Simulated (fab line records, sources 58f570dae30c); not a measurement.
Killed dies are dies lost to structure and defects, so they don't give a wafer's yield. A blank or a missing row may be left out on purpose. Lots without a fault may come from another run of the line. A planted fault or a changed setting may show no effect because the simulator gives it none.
Which tool did it? | flow berkeley_cmos170 | 14 lots, 42 wafers sampled, at 5 steps of a route of 331

WHAT THE GAUGES READ, wafer by wafer
UCB170_NWELL_TW_MEAS_16.
lot  | measured    | on            | NWELL_TW
L395 | day 3 02:22 | film_metro-02 | 1259 1259 1258
L396 | day 3 11:59 | film_metro-04 | 1248 1254 1252
L397 | day 3 12:23 | film_metro-02 | 1257 1265 1258
L399 | day 4 04:19 | film_metro-03 | 1247 1244 1253
L400 | day 4 04:35 | film_metro-02 | 1269 1271 1273
L401 | day 4 11:19 | film_metro-03 | 1247 1248 1245
L402 | day 4 11:47 | film_metro-04 | 1249 1241 1252
L403 | day 5 02:13 | film_metro-02 | 1256 1261 1257
L404 | day 5 02:15 | film_metro-03 | 1251 1252 1254
L405 | day 5 02:25 | film_metro-04 | 1256 1259 1259
L409 | day 6 04:21 | film_metro-03 | 1260 1258 1260
L411 | day 6 04:55 | film_metro-02 | 1259 1257 1263
L410 | day 6 05:05 | film_metro-02 | 1221 1231 1229
L413 | day 6 19:55 | film_metro-03 | 1231 1222 1226

UCB170_SILICIDE_THK_MEAS_03: measures by xrf.
lot  | measured     | on            | SILICIDE_TI_THK (nm)
L395 | day 8 19:11  | film_metro-01 | 29.6 30.0 29.8
L396 | day 8 19:01  | film_metro-02 | 29.7 29.8 29.7
L397 | day 8 19:40  | film_metro-02 | 30.1 30.1 29.8
L399 | day 9 18:12  | film_metro-02 | 30.2 30.3 30.2
L400 | day 9 18:01  | film_metro-02 | 30.3 30.7 30.2
L401 | day 9 18:34  | film_metro-01 | 29.7 30.0 29.9
L402 | day 10 03:27 | film_metro-02 | 30.1 30.1 30.5
L403 | day 10 08:53 | film_metro-03 | 30.2 30.5 30.4
L404 | day 10 08:15 | film_metro-02 | 30.4 30.3 30.6
L405 | day 10 08:32 | film_metro-03 | 31.1 30.7 30.8
L409 | day 12 00:47 | film_metro-02 | 30.6 30.6 30.3
L411 | day 12 01:07 | film_metro-02 | 30.6 30.6 30.8
L410 | day 12 00:41 | film_metro-01 | 30.2 30.3 30.2
L413 | day 12 13:37 | film_metro-02 | 30.4 30.3 30.5

UCB170_M2_OVL_MEAS_16.
lot  | measured     | on         | M2_OVL (nm)
L395 | day 9 12:16  | overlay-02 | -2 0 -1
L396 | day 9 12:08  | overlay-02 | -1 -5 -1
L397 | day 9 17:26  | overlay-01 | -1 0 5
L399 | day 10 08:15 | overlay-02 | -1 2 2
L400 | day 10 09:32 | overlay-01 | -17 -3 -8
L401 | day 10 10:28 | overlay-02 | 4 1 5
L402 | day 10 17:33 | overlay-02 | -6 -3 3
L403 | day 11 02:43 | overlay-02 | 2 -8 -3
L404 | day 11 00:08 | overlay-01 | -2 1 -7
L405 | day 11 00:23 | overlay-01 | -6 2 -5
L409 | day 12 22:37 | overlay-01 | -11 -8 -4
L411 | day 12 19:53 | overlay-02 | -5 -7 -5
L410 | day 12 14:28 | overlay-01 | 0 -4 4
L413 | day 13 06:03 | overlay-01 | -9 -8 -13

UCB170_M3_RS_MEAS_02: measures by four-point-probe.
lot  | measured     | on            | M3_AL_RS (ohm/sq)
L395 | day 9 17:04  | film_metro-03 | 0.03183 0.0321 0.03203
L396 | day 9 17:38  | film_metro-03 | 0.03237 0.03225 0.03238
L397 | day 9 21:46  | film_metro-04 | 0.03176 0.03189 0.03179
L399 | day 10 11:14 | film_metro-03 | 0.03187 0.03191 0.03204
L400 | day 10 13:38 | film_metro-03 | 0.03223 0.03219 0.03218
L401 | day 10 14:27 | film_metro-03 | 0.03197 0.03185 0.03212
L402 | day 10 20:42 | film_metro-03 | 0.03217 0.03232 0.03235
L403 | day 11 06:15 | film_metro-03 | 0.03203 0.03198 0.03201
L404 | day 11 04:06 | film_metro-04 | 0.03208 0.03206 0.03216
L405 | day 11 04:09 | film_metro-01 | 0.03202 0.03208 0.03224
L409 | day 13 01:38 | film_metro-01 | 0.0321 0.03247 0.03233
L411 | day 12 23:36 | film_metro-03 | 0.03212 0.0321 0.03249
L410 | day 12 20:32 | film_metro-04 | 0.03186 0.03189 0.03198
L413 | day 13 09:09 | film_metro-04 | 0.03207 0.03205 0.03219

WHICH TOOL RAN EACH LOT (tool, then ch and the chambers of the sampled wafers, then the start)
lot  | UCB170_NWELL_IMPLANT_14
L395 | implanter-01 ch 0, day 3 02:07
L396 | implanter-02 ch 0, day 3 11:44
L397 | implanter-01 ch 0, day 3 12:09
L399 | implanter-02 ch 0, day 4 04:04
L400 | implanter-02 ch 0, day 4 04:20
L401 | implanter-02 ch 0, day 4 11:05
L402 | implanter-02 ch 0, day 4 11:34
L403 | implanter-04 ch 0, day 5 01:58
L404 | implanter-02 ch 0, day 5 02:00
L405 | implanter-01 ch 0, day 5 02:10
L409 | implanter-04 ch 0, day 6 04:08
L411 | implanter-01 ch 0, day 6 04:41
L410 | implanter-02 ch 0, day 6 04:52
L413 | implanter-02 ch 0, day 6 19:40
- UCB170_NWELL_IMPLANT_14

WHAT THE TOOLS THEMSELVES READ (means of the sampled wafers that have a number; where no wafer has one, the mark that the record gives instead)
UCB170_NWELL_IMPLANT_14.
lot  | tool         | dose_ions_cm2 | faraday_current_uA
L395 | implanter-01 | 9.9927e+12    | 31.7
L396 | implanter-02 | 1.0003e+13    | 31.8
L397 | implanter-01 | 9.9987e+12    | 31.3
L399 | implanter-02 | 9.9977e+12    | 32.2
L400 | implanter-02 | 1.0000e+13    | 31.8
L401 | implanter-02 | 9.9953e+12    | 32.1
L402 | implanter-02 | 1.0016e+13    | 31.1
L403 | implanter-04 | 1.0002e+13    | 31.2
L404 | implanter-02 | 9.9977e+12    | 31.4
L405 | implanter-01 | 1.0001e+13    | 31.6
L409 | implanter-04 | 1.0000e+13    | 32.0
L411 | implanter-01 | 1.0009e+13    | 32.6
L410 | implanter-02 | 9.1993e+12    | 29.7
L413 | implanter-02 | 9.1963e+12    | 29.3

THE ANSWER, worked out from the rows above alone
Rule: what is usual is taken from the lots themselves. Put in order of their means at a reading, lots are off if they are a third of the lots or fewer, leave a main group of 4 or more, and stand apart from it by a gap of 3 or more times the standard deviation of the main group's means; of several such gaps the widest counts. A main group whose means are all the same, to the digits that the tables above print for the reading, isn't used. A lot without any number at a reading at which 4 lots or more have one is off too. The other lots that the step has rows for count as sound. The gauges are gone through in route order, then the tools' own readings, and for those a lot's mean is taken as printed above. The first step at which some lot is off is used, and at that step the reading that is off furthest; a lot without a number counts as furthest.
Off: L410, L413, at UCB170_NWELL_IMPLANT_14 (dose_ions_cm2). The main group: mean 1.0001e+13, standard deviation 5.9e+09.
A tool fits if, at that step or a process step before it, it ran every lot that is off, and no sound lot after the first of them. One fits: implanter-02 at UCB170_NWELL_IMPLANT_14. Its last sound lot is L404 (day 5 02:00), its first lot that is off L410 (day 6 04:52): a fault that began between those two fits.
The tool's own readings at UCB170_NWELL_IMPLANT_14 bear it out: on the lots that are off they differ by more than 5 times the standard deviation of the sound lots' means. dose_ions_cm2 reads 9.1978e+12 there against 1.0001e+13 on the sound lots; faraday_current_uA reads 29.5 there against 31.7 on the sound lots.

WHAT THE SIMULATOR HAD PUT IN
Process parameter drift: implanter-02, from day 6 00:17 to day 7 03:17, at UCB170_NWELL_IMPLANT_14. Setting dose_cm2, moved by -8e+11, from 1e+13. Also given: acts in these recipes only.
Lots struck among those shown: L410, L413. The rule above found the same.
